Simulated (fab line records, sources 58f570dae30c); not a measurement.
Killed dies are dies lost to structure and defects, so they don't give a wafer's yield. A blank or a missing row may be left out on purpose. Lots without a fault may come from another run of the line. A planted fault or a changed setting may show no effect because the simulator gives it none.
Split-lot experiment | flow berkeley_cmos170 | 5 lots, 23 wafers read, on a route of 331 steps

THE SPLIT
At UCB170_PWELL_PEB_11, the setting peb_temp_c was moved away from the recipe's 130 C on 9 of the 23 wafers read, by -1.1% to +2.6%. The other wafers ran this setting at the recipe's value.

FROM THE SPLIT TO THE READING: what the file shows between them, 1 step
- UCB170_PWELL_DEVELOP_12: develop time 45 s

THE READING
PWELL.cd_nm (the simulator's own value, which no gauge read), in nm, at UCB170_PWELL_ETCH_14 (etches Si3N4 in CH3F/Ar/O2, stops on SiO2, target depth 242 nm, time 151 s). The file gives no usual value for it. The 14 wafers here that ran the recipe average 3000 nm, standard deviation 0.8 nm.

wafer  | tool, chamber at the split | peb_temp_c as run, C | against the recipe | PWELL.cd_nm, nm | against lot-mates on the recipe
L079.1 | litho_track-02, 0          | 130                  | recipe             | 2999            | -
L079.3 | litho_track-02, 0          | 130                  | recipe             | 3000            | -
L079.4 | litho_track-02, 0          | 130                  | recipe             | 3000            | -
L082.1 | litho_track-03, 0          | 130                  | recipe             | 3000            | -
L082.2 | litho_track-03, 0          | 133.4                | +2.6%              | 3022            | +21
L082.5 | litho_track-03, 0          | 133.4                | +2.6%              | 3022            | +21
L082.4 | litho_track-03, 0          | 133.4                | +2.6%              | 3021            | +20
L082.6 | litho_track-03, 0          | 130                  | recipe             | 3002            | -
L081.1 | litho_track-03, 0          | 130                  | recipe             | 3000            | -
L081.2 | litho_track-03, 0          | 130                  | recipe             | 2999            | -
L081.4 | litho_track-03, 0          | 129                  | -0.8%              | 2994            | -6
L081.5 | litho_track-03, 0          | 129                  | -0.8%              | 2993            | -6
L081.6 | litho_track-03, 0          | 129                  | -0.8%              | 2995            | -4
L084.2 | litho_track-03, 0          | 128.6                | -1.1%              | 2991            | -9
L084.3 | litho_track-03, 0          | 128.6                | -1.1%              | 2991            | -9
L084.4 | litho_track-03, 0          | 128.6                | -1.1%              | 2992            | -8
L084.5 | litho_track-03, 0          | 130                  | recipe             | 3000            | -
L084.6 | litho_track-03, 0          | 130                  | recipe             | 3000            | -
L085.1 | litho_track-02, 0          | 130                  | recipe             | 3001            | -
L085.3 | litho_track-02, 0          | 130                  | recipe             | 3001            | -
L085.4 | litho_track-02, 0          | 130                  | recipe             | 3001            | -
L085.5 | litho_track-02, 0          | 130                  | recipe             | 3001            | -
L085.2 | litho_track-02, 0          | 130                  | recipe             | 3000            | -

THE FIT
A straight line over all 23 wafers: PWELL.cd_nm changes by +8.2 nm for each +1% of peb_temp_c; r = +1.00; the points scatter about the line by 0.76 nm.
The same after taking each lot's own level away (the mean of its wafers on the recipe; 23 wafers): +7.86 nm for each +1%; r = +1.00; scatter 0.63 nm.
On that fit, the largest move of peb_temp_c shifts the reading by 21 nm.
The lots' own levels span 2999.5 to 3001.0 nm, that is 1.9 times the standard deviation above.
So the lot-to-lot level changes the slope little: the two slopes agree.
Check: with one of the wafers moved furthest among these (+2.6%) left out of the fit, the line predicts +20.5 nm for it against its lot-mates. It came out at +21 nm against them.

OTHER SPLITS ON THESE WAFERS
These wafers also went through other splits before the reading. Each is held against what the fit with the lots' levels taken away leaves over:
other split on the same wafers    | wafers away from the commonest value | r with PWELL.cd_nm (lot level and that fit taken away)
UCB170_ZERO_COAT_01 spin_rpm      | 6                                    | -0.30
UCB170_ZERO_STRIP_07 o2_flow_sccm | 6                                    | -0.08
UCB170_PWELL_OXIDATION_02 temp_c  | 10                                   | +0.10

THE FILE'S OWN FIT
PWELL.cd_nm changes by +8.06 nm for each +1% of peb_temp_c, r = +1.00.
